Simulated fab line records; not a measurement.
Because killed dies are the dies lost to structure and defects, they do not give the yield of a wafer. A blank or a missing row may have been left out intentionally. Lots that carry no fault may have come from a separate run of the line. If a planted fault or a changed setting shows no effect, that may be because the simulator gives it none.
Tool commonality check	flow berkeleyCmos170	14 lots, 42 wafers sampled

WHY IT WAS OPENED
At UCB170_PFIELD_TW_MEAS_09 the reading PFIELD_TW is flagged on 2 of 14 lots. No-fault wafers: 603, standard deviation 3.3.
Rule: a lot gets a flag if all its wafers with a number sit over 4 standard deviations from that mean, or if no wafer of it has a number. As for the other lots, they are considered sound.

lot	measured	on	PFIELD_TW, wafer by wafer	flag
L918	day 4 06:30	filmMetro-04	604 603 601	
L917	day 4 06:38	filmMetro-02	602 607 602	
L919	day 5 02:28	filmMetro-02	608 604 607	
L920	day 5 12:19	filmMetro-04	602 599 604	
L921	day 5 12:34	filmMetro-02	604 606 605	
L922	day 5 15:36	filmMetro-02	599 598 603	
L925	day 6 03:42	filmMetro-02	606 608 601	
L926	day 6 17:08	filmMetro-01	537 536 531	FLAGGED
L931	day 7 05:14	filmMetro-04	531 531 530	FLAGGED
L932	day 7 10:21	filmMetro-01	607 606 608	
L934	day 7 20:32	filmMetro-04	595 596 596	
L936	day 7 23:29	filmMetro-02	604 607 605	
L938	day 8 19:47	filmMetro-01	605 608 608	
L939	day 8 23:51	filmMetro-04	603 603 601	
The numbers of the flagged lots are 533 on average: -70 against the usual, or -21 standard deviations.

EACH LOT AND THE TOOL IT RAN ON
The record holds 1 process step before the reading, out of a route of 331 steps. Cell contents, in order: the tool; ch with the chambers the sampled wafers went through; the start.
lot	flag	UCB170_PFIELD_IMPLANT_07
L918		implanter-04 ch 0, day 4 06:17
L917		implanter-04 ch 0, day 4 06:23
L919		implanter-04 ch 0, day 5 02:13
L920		implanter-03 ch 0, day 5 12:06
L921		implanter-03 ch 0, day 5 12:19
L922		implanter-03 ch 0, day 5 15:21
L925		implanter-04 ch 0, day 6 03:28
L926	FLAGGED	implanter-03 ch 0, day 6 16:55
L931	FLAGGED	implanter-03 ch 0, day 7 05:00
L932		implanter-04 ch 0, day 7 10:07
L934		implanter-04 ch 0, day 7 20:17
L936		implanter-04 ch 0, day 7 23:14
L938		implanter-02 ch 0, day 8 19:33
L939		implanter-04 ch 0, day 8 23:36
What is done by these steps:
- UCB170_PFIELD_IMPLANT_07
- UCB170_PFIELD_TW_MEAS_09

FLAGGED AGAINST TOTAL, ONE TOOL AT A TIME (gauges that did the reading follow at the end)
step	tool	lots run	flagged	share of the flagged lots	sound lots run after its first flagged lot
UCB170_PFIELD_IMPLANT_07	implanter-02	1	0	none	-
UCB170_PFIELD_IMPLANT_07	implanter-03	5	2	all	0
UCB170_PFIELD_IMPLANT_07	implanter-04	8	0	none	-
UCB170_PFIELD_TW_MEAS_09	filmMetro-01	3	1	some	2 (L932,L938)
UCB170_PFIELD_TW_MEAS_09	filmMetro-02	6	0	none	-
UCB170_PFIELD_TW_MEAS_09	filmMetro-04	5	1	some	2 (L934,L939)

WHAT THE TABLE ALLOWS
All flagged lots share 1 row of the table, namely implanter-03 at UCB170_PFIELD_IMPLANT_07.
- implanter-03 at UCB170_PFIELD_IMPLANT_07 ran 5 lots, 2 of them flagged. Its last sound lot is L922 (day 5 15:21), its first flagged lot L926 (day 6 16:55): a fault that began between those two fits. Its own readings lie more than 4 standard deviations out on every wafer of the flagged lots: doseIonsCm2, faradayCurrentUA.
What remains is a single tool, implanter-03 at UCB170_PFIELD_IMPLANT_07.

WHAT THE SIMULATOR PUT IN
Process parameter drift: implanter-03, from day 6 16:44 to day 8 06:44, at UCB170_PFIELD_IMPLANT_07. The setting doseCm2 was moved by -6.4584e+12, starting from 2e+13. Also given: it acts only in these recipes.
Struck lots among those shown: L926, L931. The same result came from the rule above.
